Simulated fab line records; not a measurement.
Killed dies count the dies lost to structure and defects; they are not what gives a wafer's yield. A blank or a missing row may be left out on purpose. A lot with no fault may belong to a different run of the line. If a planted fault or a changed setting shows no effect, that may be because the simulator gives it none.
A single fault, viewed from 2 desks :: flow ritCmos :: every desk sees just its own numbers, and what lay behind them comes last

TOOL OWNER'S DESK, implanter-01
The tool's own readings at RIT_PLDD_IMPLANT_08: means of the sampled wafers that have a number, for each lot that ran on this tool. If a lot's mean is further than 4 standard deviations from the usual mean, the lot is out of limits and carries the mark OUT (the distance appears in the brackets).
Columns: A = doseIonsCm2 at RIT_PLDD_IMPLANT_08, usual 9.002e+14; B = endStationPressureTorr at RIT_PLDD_IMPLANT_08, usual 7.2e-06 Torr; C = faradayCurrentUA at RIT_PLDD_IMPLANT_08, usual 2820; D = tiltDeg at RIT_PLDD_IMPLANT_08, usual 7.003 degrees
lot: L960
first seen here: day 3 10:38
A: 9.007e+14
B: 7.5e-06
C: 2811
D: 7.000

lot: L962
first seen here: day 3 21:40
A: 8.999e+14
B: 6.9e-06
C: 2797
D: 6.991

lot: L964
first seen here: day 4 06:52
A: 9.008e+14
B: 7.5e-06
C: 2780
D: 6.973

lot: L965
first seen here: day 4 10:45
A: 9.003e+14
B: 7.3e-06
C: 2815
D: 6.992

lot: L974
first seen here: day 6 04:20
A: 2.698e+14 (-99 or more) OUT
B: 5.7e-06 (-4.4) OUT
C: 861 (-34) OUT
D: 6.981

lot: L976
first seen here: day 6 14:38
A: 2.710e+14 (-99 or more) OUT
B: 5.8e-06 (-4.1) OUT
C: 859 (-34) OUT
D: 7.021
This desk's verdict: out of limits on L974, L976, starting with L974 at day 6 04:20 (doseIonsCm2 at RIT_PLDD_IMPLANT_08). L960, L962, L964, L965 stayed within limits.

AT THE METROLOGY DESK
Lot by lot, what the gauges showed, no matter which tool ran the lot: averages of those sampled wafers that carry a number. If a lot's mean is further than 4 standard deviations from the usual mean, the lot is out of limits and carries the mark OUT (the distance appears in the brackets).
Columns: A = PLDD_TW at RIT_PLDD_TW_MEAS_10, usual 2363
lot: L959
first seen here: day 3 06:22
A: 2362

lot: L960
first seen here: day 3 10:58
A: 2364

lot: L961
first seen here: day 3 16:13
A: 2361

lot: L962
first seen here: day 3 21:58
A: 2364

lot: L963
first seen here: day 4 04:40
A: 2375

lot: L964
first seen here: day 4 07:09
A: 2376

lot: L965
first seen here: day 4 11:04
A: 2371

lot: L966
first seen here: day 4 18:43
A: 2379

lot: L971
first seen here: day 5 12:56
A: 2359

lot: L974
first seen here: day 6 04:40
A: 1679 (-62) OUT

lot: L976
first seen here: day 6 14:55
A: 1688 (-61) OUT

lot: L977
first seen here: day 6 18:14
A: 2372

lot: L981
first seen here: day 7 17:49
A: 2354

lot: L982
first seen here: day 8 00:57
A: 2368
This desk reports L974, L976 out of limits; the earliest was L974 at day 6 04:40 (PLDD_TW at RIT_PLDD_TW_MEAS_10). L959, L960, L961, L962, L963, L964, L965, L966, L971, L977, L981, L982 stayed within limits.

BROUGHT TOGETHER
The tool owner's desk could have raised an alarm at day 6 04:20, on L974, L976.
On L974, L976, the metrology desk was in a position to raise an alarm at day 6 04:40.
RIT_PLDD_IMPLANT_08 was run on implanter-01 by each of the lots named.

WHAT HAD BEEN PUT IN BY THE SIMULATOR
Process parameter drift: implanter-01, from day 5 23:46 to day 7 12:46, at RIT_PLDD_IMPLANT_08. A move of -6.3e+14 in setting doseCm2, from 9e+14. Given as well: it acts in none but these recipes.
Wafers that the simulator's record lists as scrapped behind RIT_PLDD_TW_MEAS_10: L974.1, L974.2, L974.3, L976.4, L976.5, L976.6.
Struck lots among those shown: L974, L976.
Counting hours from when the fault started, the first reading out of limits came at 5 for the tool owner's desk and at 5 for the metrology desk.
